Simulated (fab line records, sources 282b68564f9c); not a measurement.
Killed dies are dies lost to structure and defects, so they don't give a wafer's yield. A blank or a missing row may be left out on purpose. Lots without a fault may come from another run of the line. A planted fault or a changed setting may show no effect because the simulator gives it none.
fab line records | flow rit_cmos
record lots=5 wafers=23
route steps=202 shown M1@188
start_h: hours from the record's first day to the start of the lot's first wafer shown | wait_h: hours since the lot's step before | " the same as in the row above | L1.1+2: a row that stands for several wafers | - no value, or no start given | * or withheld: withheld | < > ~ a bound
route shown NAME@n: a module of which the file shows steps, and the number in the route of the first | usual: mean/standard deviation of fault-free wafers | same: alike in all rows | chamber/n: place in a boat | sites: the reading at each site | _std_site: their standard deviation | _edge_site: outer sites' mean less inner sites' | radius_mm: how far each site lies from the wafer's centre | mask NAME#n: copy n | behind: the tool/chamber that last shaped the wafer | hold: why the lot was held/for how many hours/how that ended | device: the transistor (n, p or np) that didn't switch | end of line: the same wafers' tests at the end of the route | a step without rows: its recipe alone | killed: dies lost to structure and defects at the first sort, not the wafer's yield | map: a wafer's dies, x killed, . not, _ none there
set.NAME: the setting as run; set.NAME@STEP: as run at that earlier step | model.NAME: the simulator's own value behind a step, which no gauge read
lots whose settings were changed on purpose; a table a step, a row a wafer
## steps
# step RIT_M1_COAT_04
# recipe resist=NOVOLAK spin_rpm=2000 resist_thk_nm=1300
# columns lot.wafer tool chamber start_h wait_h set.spin_rpm model.NOVOLAK_of_M1_COAT_04.thk_nm
L076.1+2 litho_track-02 0 63.77 0.1 2000 1299
L076.4+6 " 0 " " 2000 1300
L076.5 " 0 " " 2000 1301
L077.1 litho_track-02 0 70.61 0.1 1872 1354
L077.2 " 0 " " 2000 1308
L077.3 " 0 " " 2000 1309
L077.5 " 0 " " 2000 1307
L077.6 " 0 " " 1872 1353
L078.2 litho_track-03 0 75.36 0.1 2000 1299
L078.3 " 0 " " 2000 1304
L078.4 " 0 " " 2000 1298
L078.5 " 0 " " 2128 1261
L078.6 " 0 " " 2128 1259
L080.2 litho_track-02 0 87.60 0.1 2000 1304
L080.3 " 0 " " 2000 1303
L080.5 " 0 " " 2000 1305
L081.1 litho_track-02 0 88.98 0.1 2047 1292
L081.2 " 0 " " 2000 1307
L081.3 " 0 " " 2000 1308
L081.4 " 0 " " 2047 1289
L081.5 " 0 " " 2000 1312
# step RIT_M1_SOFTBAKE_05
# recipe resist=NOVOLAK temp_c=90 time_s=60
# step RIT_M1_EXPOSE_06
# recipe mask_id=M12 na=0.6 source_shape=conventional sigma_outer=0.5 target_cd_nm=2600 dose_mj=250
# step RIT_M1_HARDBAKE_11
# recipe resist=NOVOLAK temp_c=140 time_s=120
# columns lot.wafer tool chamber start_h wait_h set.spin_rpm@M1_COAT_04 model.NOVOLAK_of_M1_COAT_04.thk_nm
L076.1+2 litho_track-03 0 64.78 0.0 2000 1136
L076.4+6 " 0 " " 2000 1137
L076.5 " 0 " " 2000 1138
L077.1 litho_track-03 0 71.70 0.1 1872 1184
L077.2 " 0 " " 2000 1144
L077.3 " 0 " " 2000 1145
L077.5 " 0 " " 2000 1143
L077.6 " 0 " " 1872 1183
L078.2 litho_track-02 0 76.26 0.1 2000 1136
L078.3 " 0 " " 2000 1141
L078.4 " 0 " " 2000 1135
L078.5 " 0 " " 2128 1103
L078.6 " 0 " " 2128 1102
L080.2+3 litho_track-02 0 88.62 0.1 2000 1140
L080.5 " 0 " " 2000 1141
L081.1 litho_track-04 0 89.89 0.0 2047 1130
L081.2 " 0 " " 2000 1143
L081.3 " 0 " " 2000 1144
L081.4 " 0 " " 2047 1127
L081.5 " 0 " " 2000 1147
# step RIT_M1_METAL_ETCH_12
# recipe stop_on=SiO2 chemistry=Cl2/BCl3 target=Al time_s=165 over_etch_frac=0.5 pressure_mtorr=100 target_depth_a=6000 rf_w=250 Cl2_flow_sccm=60 bcl3_flow_sccm=50
# columns lot.wafer tool chamber start_h wait_h set.spin_rpm@M1_COAT_04 model.NOVOLAK_of_M1_COAT_04.thk_nm
L076.1 rie_metal-04 0 65.03 0.2 2000 800.5
L076.2 " 1 " " 2000 815.2
L076.4 " 0 " " 2000 802.9
L076.5 " 0 " " 2000 803.4
L076.6 " 1 " " 2000 818.7
L077.1 rie_metal-01 1 71.95 0.2 1872 843.9
L077.2 " 0 " " 2000 807.6
L077.3 " 1 " " 2000 805.6
L077.5 " 1 " " 2000 801.1
L077.6 " 0 " " 1872 848.1
L078.2 rie_metal-02 1 76.47 0.2 2000 804.8
L078.3 " 1 " " 2000 808.6
L078.4 " 0 " " 2000 805
L078.5 " 0 " " 2128 770.2
L078.6 " 1 " " 2128 770.8
L080.2 rie_metal-01 1 88.83 0.2 2000 802.4
L080.3 " 0 " " 2000 803.5
L080.5 " 0 " " 2000 807.2
L081.1 rie_metal-02 1 90.14 0.2 2047 802.2
L081.2 " 0 " " 2000 814.8
L081.3 " 1 " " 2000 815
L081.4 " 0 " " 2047 803.5
L081.5 " 1 " " 2000 815.4
## key
split step=RIT_M1_COAT_04 setting=spin_rpm stated=2000 by=wafer
response step=RIT_M1_COAT_04 reading=model.NOVOLAK_of_M1_COAT_04.thk_nm change=-6.82 per=1% r=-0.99
response step=RIT_M1_HARDBAKE_11 reading=model.NOVOLAK_of_M1_COAT_04.thk_nm change=-5.88 per=1% r=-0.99
response step=RIT_M1_METAL_ETCH_12 reading=model.NOVOLAK_of_M1_COAT_04.thk_nm change=-5.95 per=1% r=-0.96
